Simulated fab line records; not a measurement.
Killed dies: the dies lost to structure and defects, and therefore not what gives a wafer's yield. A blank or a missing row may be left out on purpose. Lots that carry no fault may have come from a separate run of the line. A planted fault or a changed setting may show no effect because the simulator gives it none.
fab line records    flow ritCmos
[record] lots = 6  wafers = 18  lastDay = 7
route steps=202 shown SPACER@127 NSD@131 PSD@142 SDANNEAL@153 PLDD@159 M1@202
lots that met no fault: taken from a fault-free run of the same line
startH: start of the lot's first displayed wafer, in hours after the record's first day    waitH: how many hours have passed since the lot's step before this one    " same as the row above    L1.1+2: one row covering several wafers at once    - no value, or no start was given    * or withheld: withheld    < > ~ a bound
route shown NAME@n: names a module that has steps shown in the file, with the first one's number in the route    usual: the fault-free wafers' mean and standard deviation    same: alike in all rows    chamber/n: place in a boat    sites: the reading at each site    _std_site: standard deviation across them    _edge_site: inner sites' mean taken away from outer sites' mean    radiusMm: how far each site lies from the wafer's centre    mask NAME#n: copy n    behind: tool/chamber where the wafer was last shaped    hold: why the lot went on hold/how many hours it stayed there/how the hold came to an end    device: transistor that didn't switch, given as n, p or np    end of line: at the end of the route, the tests of the same wafers    for a step that has no rows: nothing shown but its recipe    killed: dies that structure and defects cost at the first sort, which is not the same as the wafer's yield    map: a wafer's dies, marking killed ones x, the rest . and places with no die _
set.NAME: the setting that was run; set.NAME@STEP: the one run at that earlier step    model.NAME: the simulator's own value behind a step, which no gauge read
lots seen at some steps along the route; tables by step, rows by wafer
services: when a tool's chamber went out of use (startH, in hours from the record's first day, below 0 if earlier), for how many hours, and the reason
[[steps]]
[step RIT_SPACER_CLEAN_02]
[recipe] chemistry = SC2  mix = 3:3:50  timeS = 600  tempC = 75  dry = n2Spin
[step RIT_SPACER_CVD_03]
[recipe] material = Si3N4  targetThkNm = 250  tempC = 810  precursor = SiH2Cl2/NH3  timeS = 3300  pressureMtorr = 300  sih2cl2FlowSccm = 60  nh3FlowSccm = 150
[step RIT_SPACER_THK_MEAS_04]
[recipe] reads = Si3N4_of_SPACER_CVD_03
[usual] SPACER_NITRIDE_THK = 250.4/2.2
lot.wafer  tool          chamber  startH  waitH  SPACER_NITRIDE_THK[nm]
L479.3     filmMetro-04  -        51.18   0.0    252.7
L479.5     "             -        "       "      249.8
L479.6     "             -        "       "      250.2
L480.1     filmMetro-04  -        55.40   0.0    250.4
L480.2     "             -        "       "      250.5
L480.6     "             -        "       "      250.4
L489.1     filmMetro-04  -        108.15  0.0    253.3
L489.2     "             -        "       "      253.2
L489.3     "             -        "       "      251.6
L492.1     filmMetro-01  -        117.74  0.0    251.3
L492.4     "             -        "       "      250.0
L492.6     "             -        "       "      250.2
L497.2     filmMetro-03  -        141.81  0.0    247.9
L497.3     "             -        "       "      251.0
L497.6     "             -        "       "      249.2
L498.3     filmMetro-04  -        146.37  0.0    251.1
L498.4     "             -        "       "      253.0
L498.5     "             -        "       "      250.1
[step RIT_SPACER_ETCHBACK_05]
[recipe] targetDepthA = 2500  SF6_flow_sccm = 30  CHF3_flow_sccm = 30  target = Si3N4  chemistry = SF6/CHF3  pressureMtorr = 40  rfW = 250  timeS = 240  stopOn = SiO2
[usual] drypumpMotorCurrentA = 5.9/0.42  oesProductAu = 0.841/0.015  throttleValvePct = 10.21/0.13
lot.wafer  tool        chamber  startH  waitH  drypumpMotorCurrentA  oesProductAu  rfHoursCounterH  throttleValvePct
L479.3     rieDiel-04  3        51.22   0.0    6.3                   0.838         71               10.15
L479.5     "           0        "       "      5.4                   0.841         -                10.26
L479.6     "           1        "       "      6.8                   0.824         -                9.99
L480.1     rieDiel-04  2        55.46   0.1    5.5                   0.850         148              10.12
L480.2     "           3        "       "      6.3                   0.832         71               10.15
L480.6     "           2        "       "      5.5                   0.846         -                10.12
L489.1     rieDiel-03  1        108.21  0.1    6.2                   0.863         92               10.19
L489.2     "           3        "       "      5.7                   0.831         132              10.08
L489.3     "           2        "       "      5.6                   0.861         3                10.42
L492.1     rieDiel-04  1        117.80  0.1    6.8                   0.828         153              9.98
L492.4     "           0        "       "      5.4                   0.841         97               10.28
L492.6     "           2        "       "      5.5                   0.857         -                10.10
L497.2     rieDiel-02  1        141.86  0.0    5.8                   0.816         10               10.35
L497.3     "           3        "       "      5.9                   0.853         2                10.24
L497.6     "           1        "       "      5.8                   0.819         -                10.36
L498.3     rieDiel-04  0        146.41  0.0    5.4                   0.845         98               10.28
L498.4     "           0        "       "      5.4                   0.849         -                10.27
L498.5     "           3        "       "      6.3                   0.832         -                10.16
[step RIT_NSD_HMDS_00]
[recipe] primeTimeS = 60  primeTempC = 140
[step RIT_NSD_COAT_01]
[recipe] resist = NOVOLAK  spinRpm = 3250  resistThkNm = 1000
[step RIT_NSD_SOFTBAKE_02]
[recipe] resist = NOVOLAK  tempC = 90  timeS = 60
[step RIT_NSD_EXPOSE_03]
[recipe] maskId = M9  na = 0.57  targetCdNm = 40700  doseMj = 250
[step RIT_NSD_PEB_04]
[recipe] resist = NOVOLAK  tempC = withheld  timeS = withheld
[step RIT_NSD_DEVELOP_05]
[recipe] resist = NOVOLAK  developTimeS = 50  devTempC = 23
[step RIT_NSD_OVL_MEAS_06]
[usual] NSD_OVL = 0.2/1.3
lot.wafer  tool        chamber  startH  waitH  NSD_OVL[nm]
L479.3     overlay-02  -        52.24   -      -1.7
L479.5     "           -        "       "      -0.5
L479.6     "           -        "       "      -1.1
L480.1     overlay-01  -        56.48   -      2.9
L480.2     "           -        "       "      1.2
L480.6     "           -        "       "      1.8
L489.1     overlay-01  -        109.21  -      0.4
L489.2     "           -        "       "      -0.5
L489.3     "           -        "       "      1.8
L492.1     overlay-02  -        118.93  -      2.4
L492.4     "           -        "       "      0.8
L492.6     "           -        "       "      1.5
L497.2     overlay-02  -        142.86  -      0.4
L497.3     "           -        "       "      -0.3
L497.6     "           -        "       "      0.3
L498.3     overlay-01  -        147.42  -      0.2
L498.4     "           -        "       "      -1.5
L498.5     "           -        "       "      -0.9
[step RIT_NSD_HARDBAKE_07]
[recipe] resist = NOVOLAK  tempC = 140  timeS = 60
[step RIT_NSD_IMPLANT_08]
[recipe] species = P  energyKev = 25  doseCm2 = 9.916e+14  tiltDeg = 7
[usual] faradayCurrentUA = 3105/59  tiltDeg = 7.002/0.02
lot.wafer  tool          chamber  startH  waitH  faradayCurrentUA  tiltDeg
L479.3     implanter-03  0        52.46   0.1    3172              7.006
L479.5     "             0        "       "      3142              7.017
L479.6     "             0        "       "      3009              6.995
L480.1     implanter-02  0        56.67   0.1    3137              7.022
L480.2     "             0        "       "      3103              7.029
L480.6     "             0        "       "      3160              7.012
L489.1     implanter-03  0        109.39  0.1    3140              -0.015
L489.2     "             0        "       "      3075              -0.014
L489.3     "             0        "       "      3080              -0.002
L492.1     implanter-03  0        119.12  0.1    3057              0.005
L492.4     "             0        "       "      3096              -0.007
L492.6     "             0        "       "      3158              -0.022
L497.2     implanter-01  0        143.07  0.1    3142              6.996
L497.3     "             0        "       "      3108              7.016
L497.6     "             0        "       "      3124              7.043
L498.3     implanter-01  0        147.64  0.1    3134              6.991
L498.4     "             0        "       "      3052              6.988
L498.5     "             0        "       "      3122              7.035
[step RIT_NSD_STRIP_09]
[recipe] chemistry = O2  timeS = 180  resist = NOVOLAK  platenTempC = withheld  powerW = 500  pressureMtorr = 4000  o2FlowSccm = 4000
[usual] drypumpMotorCurrentA = 5.7/0.61
lot.wafer  tool            chamber  startH  waitH  drypumpMotorCurrentA  rfHoursCounterH
L479.3     plasmaAsher-01  1        52.62   0.1    4.8                   -
L479.5     "               1        "       "      4.8                   -
L479.6     "               0        "       "      5.4                   -
L480.1     plasmaAsher-01  1        56.82   0.1    4.8                   43
L480.2     "               0        "       "      5.4                   43
L480.6     "               1        "       "      4.8                   -
L489.1     plasmaAsher-03  1        109.54  0.1    4.9                   48
L489.2     "               0        "       "      5.7                   48
L489.3     "               1        "       "      4.9                   -
L492.1     plasmaAsher-02  0        119.27  0.1    6.0                   33
L492.4     "               0        "       "      6.0                   -
L492.6     "               1        "       "      6.5                   -
L497.2     plasmaAsher-02  1        143.19  0.1    6.5                   36
L497.3     "               0        "       "      6.0                   -
L497.6     "               0        "       "      6.0                   -
L498.3     plasmaAsher-03  1        147.80  0.1    4.9                   -
L498.4     "               0        "       "      5.7                   -
L498.5     "               1        "       "      4.9                   -
[step RIT_NSD_TW_MEAS_10]
[usual] NSD_TW = 3104/15
lot.wafer  tool          chamber  startH  waitH  NSD_TW
L479.3     filmMetro-02  -        52.75   0.1    3075
L479.5     "             -        "       "      3093
L479.6     "             -        "       "      3088
L480.1     filmMetro-01  -        56.99   0.1    3088
L480.2     "             -        "       "      3094
L480.6     "             -        "       "      3099
L489.1     filmMetro-02  -        109.72  0.1    2845
L489.2     "             -        "       "      2841
L489.3     "             -        "       "      2848
L492.1     filmMetro-02  -        119.44  0.1    2842
L492.4     "             -        "       "      2837
L492.6     "             -        "       "      2854
L497.2     filmMetro-02  -        143.38  0.1    3080
L497.3     "             -        "       "      3089
L497.6     "             -        "       "      3096
L498.3     filmMetro-01  -        147.94  0.1    3116
L498.4     "             -        "       "      3119
L498.5     "             -        "       "      3109
[step RIT_PSD_HMDS_00]
[recipe] primeTimeS = 60  primeTempC = 140
[step RIT_PSD_COAT_01]
[recipe] resist = NOVOLAK  spinRpm = 3250  resistThkNm = 1000
[step RIT_PSD_SOFTBAKE_02]
[recipe] resist = NOVOLAK  tempC = 90  timeS = 60
[step RIT_PSD_EXPOSE_03]
[recipe] maskId = M10  na = 0.57  targetCdNm = 40900  doseMj = 250
[step RIT_PSD_PEB_04]
[recipe] resist = NOVOLAK  tempC = withheld  timeS = withheld
[step RIT_PSD_DEVELOP_05]
[recipe] resist = NOVOLAK  developTimeS = 50  devTempC = 23
[step RIT_PSD_OVL_MEAS_06]
[usual] PSD_OVL = 0.0/1.3
lot.wafer  tool        chamber  startH  waitH  PSD_OVL[nm]
L479.3     overlay-01  -        53.66   -      0.6
L479.5     "           -        "       "      1.1
L479.6     "           -        "       "      1.0
L480.1     overlay-02  -        57.90   -      3.1
L480.2     "           -        "       "      -0.5
L480.6     "           -        "       "      -0.8
L489.1     overlay-02  -        110.78  -      0.3
L489.2     "           -        "       "      -1.0
L489.3     "           -        "       "      2.8
L492.1     overlay-02  -        120.48  -      0.1
L492.4     "           -        "       "      1.2
L492.6     "           -        "       "      -0.6
L497.2     overlay-02  -        144.41  -      1.9
L497.3     "           -        "       "      -1.0
L497.6     "           -        "       "      1.1
L498.3     overlay-02  -        148.84  -      1.1
L498.4     "           -        "       "      1.9
L498.5     "           -        "       "      1.4
[step RIT_PSD_HARDBAKE_07]
[recipe] resist = NOVOLAK  tempC = 140  timeS = 60
[step RIT_PSD_IMPLANT_08]
[recipe] species = BF2  energyKev = 27  doseCm2 = 5e+15  tiltDeg = 7
[step RIT_PSD_STRIP_09]
[recipe] chemistry = O2  timeS = 180  resist = NOVOLAK  platenTempC = withheld  powerW = 500  pressureMtorr = 4000  o2FlowSccm = 4000
[usual] drypumpMotorCurrentA = 5.8/0.6
lot.wafer  tool            chamber  startH  waitH  drypumpMotorCurrentA  rfHoursCounterH
L479.3     plasmaAsher-01  1        54.04   0.1    4.8                   -
L479.5     "               1        "       "      4.8                   -
L479.6     "               0        "       "      5.4                   -
L480.1     plasmaAsher-04  0        58.24   0.1    6.2                   42
L480.2     "               1        "       "      5.0                   42
L480.6     "               1        "       "      5.0                   -
L489.1     plasmaAsher-04  1        111.11  0.1    5.0                   47
L489.2     "               0        "       "      6.1                   47
L489.3     "               0        "       "      6.1                   -
L492.1     plasmaAsher-02  1        120.81  0.1    6.5                   33
L492.4     "               1        "       "      6.5                   -
L492.6     "               0        "       "      6.0                   -
L497.2     plasmaAsher-02  0        144.74  0.1    6.0                   36
L497.3     "               0        "       "      6.0                   -
L497.6     "               1        "       "      6.5                   -
L498.3     plasmaAsher-01  0        149.22  0.1    5.4                   -
L498.4     "               1        "       "      4.8                   -
L498.5     "               0        "       "      5.3                   -
[step RIT_PSD_TW_MEAS_10]
[usual] PSD_TW = 3414/21
lot.wafer  tool          chamber  startH  waitH  PSD_TW
L479.3     filmMetro-02  -        54.18   0.1    3400
L479.5     "             -        "       "      3404
L479.6     "             -        "       "      3406
L480.1     filmMetro-02  -        58.41   0.1    3415
L480.2     "             -        "       "      3407
L480.6     "             -        "       "      3422
L489.1     filmMetro-02  -        111.29  0.1    3421
L489.2     "             -        "       "      3408
L489.3     "             -        "       "      3406
L492.1     filmMetro-02  -        120.99  0.1    3410
L492.4     "             -        "       "      3417
L492.6     "             -        "       "      3386
L497.2     filmMetro-02  -        144.92  0.1    3383
L497.3     "             -        "       "      3417
L497.6     "             -        "       "      3395
L498.3     filmMetro-04  -        149.36  0.1    3481
L498.4     "             -        "       "      3459
L498.5     "             -        "       "      3468
[step RIT_SDANNEAL_CLEAN_00]
[recipe] chemistry = SC1  mix = 3:3:50  timeS = 600  tempC = 75
[step RIT_SDANNEAL_CLEAN_01]
[recipe] chemistry = dHF  dilution = 50:1  timeS = 30
[step RIT_SDANNEAL_CLEAN_02]
[recipe] chemistry = SC2  mix = 3:3:50  timeS = 600  tempC = 75  dry = n2Spin
[step RIT_SDANNEAL_RTA_03]
[recipe] tempC = 1050  timeS = 5  idleTempC = 600  rampUpCPerS = 342  rampDownCPerS = 171  coolToC = 600  ambient = N2
[usual] wafer_temp_C_max = 1053.6/1.1
lot.wafer  tool          chamber  startH  waitH  wafer_temp_C_max
L479.3     rtpAnneal-02  0        54.60   0.0    1053.1
L479.5     "             0        "       "      1054.4
L479.6     "             0        "       "      1051.0
L480.1     rtpAnneal-01  0        58.84   0.0    1053.2
L480.2     "             0        "       "      1053.0
L480.6     "             0        "       "      1053.1
L489.1     rtpAnneal-01  0        111.71  0.0    1053.2
L489.2     "             0        "       "      1052.5
L489.3     "             0        "       "      1054.6
L492.1     rtpAnneal-02  0        121.43  0.0    1057.3
L492.4     "             0        "       "      1052.8
L492.6     "             0        "       "      1054.1
L497.2     rtpAnneal-01  0        145.35  0.0    1053.5
L497.3     "             0        "       "      1054.1
L497.6     "             0        "       "      1054.8
L498.3     rtpAnneal-02  0        149.78  0.0    1054.1
L498.4     "             0        "       "      1053.4
L498.5     "             0        "       "      1052.9
[step RIT_SDANNEAL_RS_MEAS_04]
[recipe] thkMeasGauge = four-point-probe
[usual] PSD_RS = 115.8/0.3
lot.wafer  tool          chamber  startH  waitH  PSD_RS[ohm/sq]
L479.3     filmMetro-04  -        54.68   0.1    115.9
L479.5     "             -        "       "      116.5
L479.6     "             -        "       "      116.1
L480.1     filmMetro-02  -        58.90   0.0    116.2
L480.2     "             -        "       "      115.8
L480.6     "             -        "       "      115.8
L489.1     filmMetro-02  -        111.77  0.0    115.5
L489.2     "             -        "       "      115.7
L489.3     "             -        "       "      115.7
L492.1     filmMetro-04  -        121.49  0.0    115.7
L492.4     "             -        "       "      115.6
L492.6     "             -        "       "      115.2
L497.2     filmMetro-01  -        145.42  0.1    116.2
L497.3     "             -        "       "      116.1
L497.6     "             -        "       "      116.5
L498.3     filmMetro-02  -        149.86  0.1    115.7
L498.4     "             -        "       "      115.9
L498.5     "             -        "       "      115.7
[step RIT_SDANNEAL_RS_MEAS_05]
[recipe] thkMeasGauge = four-point-probe
[usual] NSD_RS = 85.07/0.28
lot.wafer  tool          chamber  startH  waitH  NSD_RS[ohm/sq]
L479.3     filmMetro-04  -        54.80   0.1    85.29
L479.5     "             -        "       "      85.08
L479.6     "             -        "       "      85.29
L480.1     filmMetro-02  -        59.02   0.1    85.27
L480.2     "             -        "       "      84.99
L480.6     "             -        "       "      84.87
L489.1     filmMetro-02  -        111.89  0.1    80.57
L489.2     "             -        "       "      80.75
L489.3     "             -        "       "      80.32
L492.1     filmMetro-04  -        121.61  0.1    81.31
L492.4     "             -        "       "      81.20
L492.6     "             -        "       "      81.03
L497.2     filmMetro-01  -        145.54  0.1    85.05
L497.3     "             -        "       "      85.19
L497.6     "             -        "       "      85.27
L498.3     filmMetro-02  -        149.98  0.1    84.74
L498.4     "             -        "       "      84.88
L498.5     "             -        "       "      84.75
[step RIT_SDANNEAL_RS_MEAS_06]
[recipe] thkMeasGauge = four-point-probe
[usual] PLDD_RS = 177.9/0.48
lot.wafer  tool          chamber  startH  waitH  PLDD_RS[ohm/sq]
L479.3     filmMetro-04  -        54.92   0.1    178.7
L479.5     "             -        "       "      178.8
L479.6     "             -        "       "      178.4
L480.1     filmMetro-02  -        59.14   0.1    177.8
L480.2     "             -        "       "      177.6
L480.6     "             -        "       "      177.6
L489.1     filmMetro-02  -        112.01  0.1    177.4
L489.2     "             -        "       "      177.5
L489.3     "             -        "       "      177.5
L492.1     filmMetro-04  -        121.73  0.1    177.9
L492.4     "             -        "       "      177.6
L492.6     "             -        "       "      177.3
L497.2     filmMetro-01  -        145.66  0.1    178.7
L497.3     "             -        "       "      178.2
L497.6     "             -        "       "      178.7
L498.3     filmMetro-02  -        150.10  0.1    177.6
L498.4     "             -        "       "      178.1
L498.5     "             -        "       "      177.6
[step RIT_M1_PROBE_99]
[usual] killedAtContacts = 0.1/0.27  killedAtFrontEnd = 7/3  killedDies = 7.0/3  killedOpen = 3.5/2.1  killedShort = 3.4/1.9
[same] grossDies = 264  killed_at_M0_to_M3 = 0  killed_at_M4_up = 0  killedAtBackSide = 0  killedAtOther = 0
lot.wafer  tool       chamber  startH  waitH  killedAtContacts  killedAtFrontEnd  killedDies  killedOpen  killedShort  model.etest.pwellPinched.rsOhmSq  model.etest.contactNplus.endOhmUm  model.etest.diodeNplusPwell.bvV  model.etest.diodeNplusPwell.cjFfUm2  model.etest.nmos_0p3.bvV  model.etest.nmos_0p15.bvV  model.etest.nmos_0p15.junctionLog10AUm  model.etest.diodeNplusComb.leakLog10ACm2
L479.3     prober-01  -        62.64   0.2    0                 11                11          8           3            450.4                             42.19                              5.952                            2.065                                5.499                     5.499                      -13.66                                  -5.21
L479.5     prober-01  -        62.74   0.2    0                 10                10          4           6            460.5                             40.72                              5.968                            2.062                                5.498                     5.498                      -13.53                                  -5.352
L479.6     prober-01  -        62.79   0.2    0                 5                 5           1           4            454.5                             43.46                              5.949                            2.07                                 5.519                     5.519                      -13.57                                  -5.178
L480.1     prober-01  -        66.13   0.1    0                 8                 8           5           3            476.8                             42.48                              5.945                            2.067                                5.499                     5.499                      -13.42                                  -5.088
L480.2     prober-01  -        66.18   0.1    0                 8                 8           3           5            468                               42.05                              5.997                            2.064                                5.504                     5.504                      -13.58                                  -5.113
L480.6     prober-01  -        66.38   0.2    0                 9                 9           4           5            468.5                             43.08                              5.988                            2.061                                5.506                     5.506                      -13.55                                  -4.905
L489.1     prober-02  -        119.40  0.1    0                 4                 4           3           1            538.7                             44.45                              7.925                            1.565                                5.852                     5.819                      -13.91                                  -5.751
L489.2     prober-02  -        119.45  0.1    0                 3                 3           2           1            536.1                             43.73                              7.896                            1.56                                 5.877                     5.742                      -13.9                                   -5.256
L489.3     prober-02  -        119.50  0.2    0                 8                 8           4           4            541                               45.33                              7.957                            1.559                                5.924                     5.767                      -13.79                                  -5.389
L492.1     prober-01  -        129.04  0.1    0                 7                 7           4           3            557.2                             45.53                              7.889                            1.552                                5.982                     5.982                      -13.86                                  -5.19
L492.4     prober-01  -        129.19  0.2    0                 8                 8           6           2            563.6                             44.61                              7.775                            1.567                                5.954                     5.954                      -13.91                                  -5.469
L492.6     prober-01  -        129.29  0.2    1                 6                 7           3           4            559.3                             45.62                              7.969                            1.56                                 6.052                     6.051                      -13.78                                  -5.262
L497.2     prober-02  -        153.35  0.1    0                 3                 3           2           1            457.9                             42.45                              5.946                            2.071                                5.46                      5.46                       -13.54                                  -5.199
L497.3     prober-02  -        153.40  0.2    0                 3                 3           1           2            457                               42.13                              5.968                            2.071                                5.454                     5.454                      -13.48                                  -5.274
L497.6     prober-02  -        153.55  0.2    0                 12                12          6           6            458.9                             42.03                              5.919                            2.067                                5.439                     5.439                      -13.41                                  -5.032
L498.3     prober-01  -        157.70  0.2    0                 8                 8           5           3            452.4                             41.38                              5.896                            2.075                                5.419                     5.419                      -13.34                                  -5.47
L498.4     prober-01  -        157.75  0.2    0                 7                 7           5           2            453.4                             41.93                              5.939                            2.077                                5.425                     5.425                      -13.61                                  -5.042
L498.5     prober-01  -        157.80  0.2    0                 3                 3           2           1            451.4                             41.24                              5.928                            2.081                                5.433                     5.433                      -13.68                                  -5.174
// killed by level:class
L479.3 GATE:geometricParticle:open=4 SILICIDE:geometricParticle:open=3 REOX:geometricParticle:short=2 FOX1:geometricParticle:open=1 GATE:geometricParticle:short=1
L479.5 REOX:geometricParticle:short=2 SPACER:geometricParticle:open=2 SILICIDE:geometricParticle:open=2 FOX2:geometricParticle:short=1 GATE:geometricParticle:short=1 SPACER:geometricParticle:short=1 SILICIDE:geometricParticle:short=1
L479.6 FOX2:geometricParticle:short=2 GATE:geometricParticle:short=2 SPACER:geometricParticle:open=1
L480.1 GATE:geometricParticle:open=3 SILICIDE:geometricParticle:short=2 FOX2:geometricParticle:open=1 REOX:geometricParticle:short=1 SILICIDE:geometricParticle:open=1
L480.2 GATE:geometricParticle:short=2 FOX1:geometricParticle:short=1 FOX2:geometricParticle:open=1 FOX2:geometricParticle:short=1 REOX:geometricParticle:open=1 SILICIDE:geometricParticle:short=1 SILICIDE:geometricParticle:open=1
L480.6 GATE:geometricParticle:open=3 FOX1:geometricParticle:short=2 GATE:geometricParticle:short=2 SILICIDE:geometricParticle:short=1 SILICIDE:geometricParticle:open=1
L489.1 SILICIDE:geometricParticle:open=2 GATE:geometricParticle:open=1 SPACER:geometricParticle:short=1
L489.2 FOX1:geometricParticle:open=1 GATE:geometricParticle:open=1 GATE:geometricParticle:short=1
L489.3 GATE:geometricParticle:open=3 FOX2:geometricParticle:short=2 SPACER:geometricParticle:short=2 FOX2:geometricParticle:open=1
L492.1 FOX1:geometricParticle:short=2 FOX2:geometricParticle:open=2 FOX2:geometricParticle:short=1 GATE:geometricParticle:open=1 REOX:geometricParticle:open=1
L492.4 FOX2:geometricParticle:open=2 GATE:geometricParticle:open=2 REOX:geometricParticle:open=2 SPACER:geometricParticle:short=1 SILICIDE:geometricParticle:short=1
L492.6 FOX1:geometricParticle:short=1 GATE:geometricParticle:open=1 GATE:geometricParticle:short=1 SPACER:geometricParticle:short=1 SILICIDE:geometricParticle:open=1 SILICIDE:geometricParticle:short=1 CONTACT:geometricParticle:open=1
L497.2 FOX1:geometricParticle:open=1 GATE:geometricParticle:short=1 SILICIDE:geometricParticle:open=1
L497.3 FOX1:geometricParticle:open=1 GATE:geometricParticle:short=1 SPACER:geometricParticle:short=1
L497.6 GATE:geometricParticle:open=3 GATE:geometricParticle:short=3 FOX2:geometricParticle:short=2 REOX:geometricParticle:open=2 FOX1:geometricParticle:short=1 FOX1:geometricParticle:open=1
L498.3 GATE:geometricParticle:short=2 GATE:geometricParticle:open=2 FOX1:geometricParticle:open=1 SPACER:geometricParticle:short=1 SPACER:geometricParticle:open=1 SILICIDE:geometricParticle:open=1
L498.4 GATE:geometricParticle:open=3 FOX2:geometricParticle:open=1 GATE:geometricParticle:short=1 SPACER:geometricParticle:short=1 SILICIDE:geometricParticle:open=1
L498.5 GATE:geometricParticle:open=1 GATE:geometricParticle:short=1 SILICIDE:geometricParticle:open=1
[[services]]
tool            chamber  startH  hours  kind
plasmaAsher-02  -        31.32   2.8    pm
rieDiel-04      -        38.59   0.4    repair
rieDiel-02      1        44.88   4.7    repair
implanter-01    -        53.72   1.8    repair
implanter-02    -        58.44   2.9    pm
plasmaAsher-03  -        63.43   0.4    repair
rieDiel-02      1        66.11   4.4    repair
rieDiel-04      2        71.65   5.1    repair
rieDiel-02      3        77.78   5.2    repair
implanter-02    -        78.32   2.1    repair
implanter-03    -        84.04   0.6    repair
rieDiel-04      3        86.38   5.6    repair
implanter-03    -        94.10   1.7    repair
rieDiel-03      0        98.53   4.7    repair
plasmaAsher-01  -        108.87  9.0    pm
plasmaAsher-01  0        108.87  9.0    ventCycle
plasmaAsher-01  1        108.87  9.0    ventCycle
rieDiel-04      3        109.74  5.1    repair
plasmaAsher-01  -        117.87  2.8    pm
plasmaAsher-01  -        120.62  14.6   pm
rtpAnneal-02    -        122.76  3.2    pm
rieDiel-02      0        130.28  9.4    repair
rieDiel-02      -        132.17  2.4    repair
implanter-02    -        141.39  5.6    repair
[[key]]
[firstSign] step = RIT_NSD_IMPLANT_08  reading = tiltDeg  direction = down  sigmas = 99+  usual = 7.002  struck = -0.009
[effect] step = RIT_NSD_TW_MEAS_10  reading = NSD_TW  direction = down  sigmas = 17  usual = 3104  struck = 2845
[effect] step = RIT_SDANNEAL_RS_MEAS_05  reading = NSD_RS  direction = down  sigmas = 15  usual = 85.07  struck = 80.86
[modelEffect] step = RIT_M1_PROBE_99  value = etest.pwellPinched.rsOhmSq  without = 459.2  struck = 549.3
metAt RIT_NSD_IMPLANT_08
struckWafers L489.1,L489.2,L489.3,L492.1,L492.4,L492.6
testerLeftOut L489,L492
onsetBetween 52.46 109.39
[fault] kind = processParameterDrift  tool = implanter-03  chamber = -  onsetH = 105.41  steps = RIT_NSD_IMPLANT_08  channel = tiltDeg  offset = -7  shape = step  endH = 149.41  actsIn = theseRecipesOnly  stated = 7
// testerLeftOut: of these lots the tester's yield and bins aren't shown, on N5 and GAA mostly nor the transistor test; their killed dies are dies lost to structure and defects alone, not to doping, threshold or leakage, so they don't give the yield
